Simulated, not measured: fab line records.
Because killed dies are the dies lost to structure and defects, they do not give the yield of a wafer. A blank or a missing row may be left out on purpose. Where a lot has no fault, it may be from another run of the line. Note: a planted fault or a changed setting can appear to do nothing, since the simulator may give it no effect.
Which tool is to blame? ; flow berkeley-cmos170 ; 15 lots with 45 wafers sampled at 4 steps, on a route of 331 steps

## WHAT THE GAUGES READ, wafer by wafer
UCB170_ACTIVE_CD_MEAS_90 targets a cd of 1200 nm.
lot;measured;on;cd-nm (nm)
L690;day 4 13:08;cd-sem-01;1201.9 1200.7 1201.4
L692;day 5 02:07;cd-sem-02;1198.7 1197.0 1196.8
L693;day 5 12:19;cd-sem-01;1199.7 1198.3 1200.8
L694;day 5 12:28;cd-sem-02;1198.0 1196.6 1194.2
L695;day 5 19:49;cd-sem-01;1200.4 1200.2 1199.8
L700;day 6 07:05;cd-sem-02;1200.7 1199.3 1200.7
L701;day 6 15:47;cd-sem-01;1200.8 1200.9 1199.9
L702;day 6 16:52;cd-sem-01;1200.1 1200.1 1200.3
L704;day 7 09:19;cd-sem-01;1201.4 1202.3 1202.0
L703;day 7 09:37;cd-sem-01;1198.6 1198.2 1199.0
L705;day 7 20:59;cd-sem-01;1199.0 1200.5 1200.3
L706;day 8 01:26;cd-sem-01;1199.8 1199.3 1201.3
L707;day 8 02:01;cd-sem-01;1200.0 1199.7 1199.9
L708;day 8 08:02;cd-sem-01;1199.8 1198.6 1200.0
L711;day 9 22:14;cd-sem-01;1202.1 1200.8 1200.9

UCB170_SDANNEAL_RS_MEAS_05: a four-point-probe measurement.
lot;measured;on;NLDD_RS (ohm/sq)
L690;day 7 12:38;film-metro-04;615.3 615.4 614.1
L692;day 8 05:56;film-metro-01;615.0 615.9 616.9
L693;day 8 15:34;film-metro-02;616.8 616.7 617.7
L694;day 8 15:55;film-metro-01;615.9 615.4 616.2
L695;day 8 22:35;film-metro-01;616.3 616.1 615.3
L700;day 9 11:47;film-metro-02;615.0 616.1 615.7
L701;day 10 02:18;film-metro-02;619.4 617.6 620.2
L705;day 11 11:40;film-metro-02;614.9 616.2 614.7
L706;day 11 11:29;film-metro-01;617.3 619.4 616.1
L707;day 11 12:05;film-metro-01;614.7 616.0 615.1
L708;day 11 12:49;film-metro-01;615.5 614.9 615.3
L711;day 13 02:27;film-metro-01;618.0 616.2 614.6

UCB170_M2_RS_MEAS_02: a four-point-probe measurement.
lot;measured;on;M2_AL_RS (ohm/sq)
L690;day 8 01:55;film-metro-03;0.0319 0.0319 0.0318
L692;day 8 21:23;film-metro-01;0.0319 0.0322 0.0322
L693;day 9 06:44;film-metro-01;0.0327 0.0323 0.0325
L694;day 9 08:31;film-metro-03;0.0323 0.0329 0.0330
L695;day 9 13:09;film-metro-01;0.0327 0.0326 0.0321
L700;day 10 02:05;film-metro-03;0.0322 0.0323 0.0324
L701;day 10 12:41;film-metro-01;0.0318 0.0318 0.0318
L705;day 11 23:57;film-metro-01;0.0322 0.0321 0.0320
L706;day 11 22:43;film-metro-03;0.0323 0.0324 0.0325
L707;day 12 01:17;film-metro-04;0.0322 0.0325 0.0323
L708;day 12 01:39;film-metro-01;0.0322 0.0323 0.0322
L711;day 13 18:46;film-metro-01;0.0321 0.0322 0.0322

## EACH LOT AND THE TOOL THAT RAN IT (in order: tool; ch and the chambers of the sampled wafers; start)
lot;UCB170_GATE_DEVELOP_11
L690;litho-track-02 ch 0, day 6 16:00
L692;litho-track-03 ch 0, day 7 11:00
L693;litho-track-02 ch 0, day 7 21:00
L694;litho-track-03 ch 0, day 7 22:00
L695;litho-track-02 ch 0, day 8 04:00
L700;litho-track-02 ch 0, day 8 11:00
L701;litho-track-02 ch 0, day 9 06:00
L702;litho-track-03, day 9 07:00
L704;litho-track-02, day 10 04:00
L703;litho-track-02, day 10 03:00
L705;litho-track-03 ch 0, day 10 18:00
L706;litho-track-03 ch 0, day 10 17:00
L707;litho-track-04 ch 0, day 10 18:00
L708;litho-track-02 ch 0, day 10 18:00
L711;litho-track-02 ch 0, day 12 05:00
- UCB170_GATE_DEVELOP_11: develop time 45 s.

## WHAT THE TOOLS THEMSELVES READ (means of the sampled wafers that have a number; where no wafer has one, the mark that the record gives instead)
UCB170_GATE_DEVELOP_11.
lot;tool;chill-plate-temp-C (C)
L690;litho-track-02;23.03
L692;litho-track-03;22.99
L693;litho-track-02;22.84
L694;litho-track-03;23.01
L695;litho-track-02;22.83
L700;litho-track-02;23.10
L701;litho-track-02;22.93
L702;litho-track-03;-
L704;litho-track-02;-
L703;litho-track-02;-
L705;litho-track-03;22.99
L706;litho-track-03;22.97
L707;litho-track-04;22.98
L708;litho-track-02;23.03
L711;litho-track-02;23.08

## THE ANSWER, worked out from the rows above alone
Rule: what is usual is taken from the lots themselves. The widest of any qualifying gaps counts: lots, ordered by their means at a reading, are off when they make up no more than a third of the lots, leave a main group of 4 or more, and stand apart from it by 3 or more times the standard deviation of that group's means. If all means in a main group match to the digits the tables above print for the reading, that group is not used. Also off: a lot with no number at a reading for which 4 or more lots have one. Any other lot the step has rows for is counted as sound. After the gauges, taken in route order, come the tools' own readings; for these a lot's mean is taken, as printed above. At the first step where some lot is off, the reading lying furthest off is the one used; lots without a number count as furthest.
Off: L702, L704, L703 (UCB170_GATE_DEVELOP_11, chill-plate-temp-C). Without a number there: L702, L704, L703. Mean 22.98 C and standard deviation 0.079 in the main group.
A tool fits if, at that step or a process step before it, it ran every lot that is off, and no sound lot after the first of them. Of those tried, none fits.

## WHAT THE SIMULATOR HAD INSERTED
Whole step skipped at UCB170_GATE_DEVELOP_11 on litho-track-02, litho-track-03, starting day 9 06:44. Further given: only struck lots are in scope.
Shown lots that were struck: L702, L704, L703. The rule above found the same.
